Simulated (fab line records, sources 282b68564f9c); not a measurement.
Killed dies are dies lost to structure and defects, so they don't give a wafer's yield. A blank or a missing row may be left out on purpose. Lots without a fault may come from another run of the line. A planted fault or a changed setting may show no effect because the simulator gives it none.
Split-lot experiment | flow rit_cmos | 5 lots, 23 wafers read, on a route of 202 steps

THE SPLIT
At RIT_GATE_CVD_08 (deposits poly-Si from SiH4, target thk 250 nm, time 2220 s), the setting time_s was moved away from the recipe's 2220 s on 15 of the 23 wafers read, by -7.0% to +12.3%. The other wafers ran this setting at the recipe's value.

The file shows no step between the split and the reading.

THE READING
GATE_POLY_THK, in nm, at RIT_GATE_THK_MEAS_09. Fault-free wafers of this fab line usually give 250.1 nm, standard deviation 2.6 nm.

wafer  | tool, chamber at the split | time_s as run, s | against the recipe | GATE_POLY_THK, nm | against lot-mates on the recipe
L074.1 | -, -                       | 2372             | +6.8%              | 263.1             | no lot-mate on the recipe
L074.3 | -, -                       | 2372             | +6.8%              | 264.7             | no lot-mate on the recipe
L074.4 | -, -                       | 2372             | +6.8%              | 260.8             | no lot-mate on the recipe
L074.5 | -, -                       | 2372             | +6.8%              | 263.6             | no lot-mate on the recipe
L074.6 | -, -                       | 2372             | +6.8%              | 262.8             | no lot-mate on the recipe
L077.1 | -, -                       | 2493             | +12.3%             | 278.8             | no lot-mate on the recipe
L077.2 | -, -                       | 2493             | +12.3%             | 278.5             | no lot-mate on the recipe
L077.3 | -, -                       | 2493             | +12.3%             | 279.0             | no lot-mate on the recipe
L077.4 | -, -                       | 2493             | +12.3%             | 278.2             | no lot-mate on the recipe
L077.5 | -, -                       | 2493             | +12.3%             | 277.5             | no lot-mate on the recipe
L078.2 | lpcvd-02, 1                | 2220             | recipe             | 251.7             | -
L078.3 | lpcvd-02, 1                | 2220             | recipe             | 253.1             | -
L078.6 | lpcvd-02, 1                | 2220             | recipe             | 253.0             | -
L080.2 | -, -                       | 2220             | recipe             | 246.5             | -
L080.3 | -, -                       | 2220             | recipe             | 245.8             | -
L080.4 | -, -                       | 2220             | recipe             | 249.0             | -
L080.5 | -, -                       | 2220             | recipe             | 248.4             | -
L080.6 | -, -                       | 2220             | recipe             | 247.0             | -
L084.2 | -, -                       | 2065             | -7.0%              | 231.8             | no lot-mate on the recipe
L084.3 | -, -                       | 2065             | -7.0%              | 233.2             | no lot-mate on the recipe
L084.4 | -, -                       | 2065             | -7.0%              | 232.8             | no lot-mate on the recipe
L084.5 | -, -                       | 2065             | -7.0%              | 233.3             | no lot-mate on the recipe
L084.6 | -, -                       | 2065             | -7.0%              | 232.9             | no lot-mate on the recipe

THE FIT
A straight line over all 23 wafers: GATE_POLY_THK changes by +2.32 nm for each +1% of time_s; r = +0.99; the points scatter about the line by 2.1 nm.
Too few moved wafers have a lot-mate on the recipe to fit a line with each lot's own level taken away.

THE WHOLE CHAIN: every reading that the file lists as answering this split, in the file's order
step                   | what it does                                                             | reading                                                                        | change (the file's fit)              | r (the file's)
RIT_GATE_CVD_08        | deposits poly-Si from SiH4, target thk 250 nm, time 2220 s               | poly-Si_of_GATE_CVD_08.thk_nm (the simulator's own value, which no gauge read) | +2.32 nm for each +1% of the setting | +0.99
RIT_GATE_THK_MEAS_09   |                                                                          | GATE_POLY_THK                                                                  | +2.32 for each +1% of the setting    | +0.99
RIT_SPACER_ETCHBACK_05 | etches Si3N4 in SF6/CHF3, stops on SiO2, target depth 250 nm, time 240 s | poly-Si_of_GATE_CVD_08.thk_nm (the simulator's own value, which no gauge read) | +2.23 nm for each +1% of the setting | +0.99

THE FILE'S OWN FIT
GATE_POLY_THK changes by +2.32 nm for each +1% of time_s, r = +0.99.
